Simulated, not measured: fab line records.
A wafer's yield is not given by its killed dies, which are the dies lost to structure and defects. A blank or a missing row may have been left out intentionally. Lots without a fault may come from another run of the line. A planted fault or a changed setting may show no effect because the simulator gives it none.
Matching of chambers    flow berkeleyCmos170    4 sister chambers for UCB170_SPACER_ETCHBACK_03 on rieDiel-03
The step etches SiO2 in CHF3/CF4/Ar, stops on Si, target depth 376 nm, time 100 s. 4 wafers are shown with their chamber, then 7 later ones without.

== EACH WAFER AND ITS CHAMBER ==
wafer   chamber  drypumpMotorCurrentA (A)
L430.3  3        5.7
L430.4  1        5.8
L430.6  0        6.7
L434.2  2        6.6

== WAFERS WITH NO CHAMBER GIVEN ==
wafer   drypumpMotorCurrentA (A)
L434.5  6.6
L442.2  5.7
L442.4  5.8
L442.5  6.7
L445.2  6.7
L445.5  6.7
L445.6  5.6

== CHAMBER TAKEN BY EACH ==
wafer   from the rows above  in truth
L434.5  2                    2
L442.2  3                    3
L442.4  1                    1
L442.5  0                    0
L445.2  0                    0
L445.5  0                    0
L445.6  3                    3
Placed correctly: 7 of 7. From these rows, 0 cannot be placed. 0 placed wrongly.
How it was worked out, from the rows above alone: a wafer's distance from a chamber is the root of the sum, over the readings, of the square of ((its reading less the chamber's mean) divided by the reading's scatter). If the next closest chamber is less than 2 further off than the closest, the wafer can't be placed; otherwise it belongs to the closest. For every chamber, the mean is computed from those of its wafers that are shown. The scatter: root of mean squared gap, hidden wafer to nearest shown wafer, with one shown wafer a chamber.
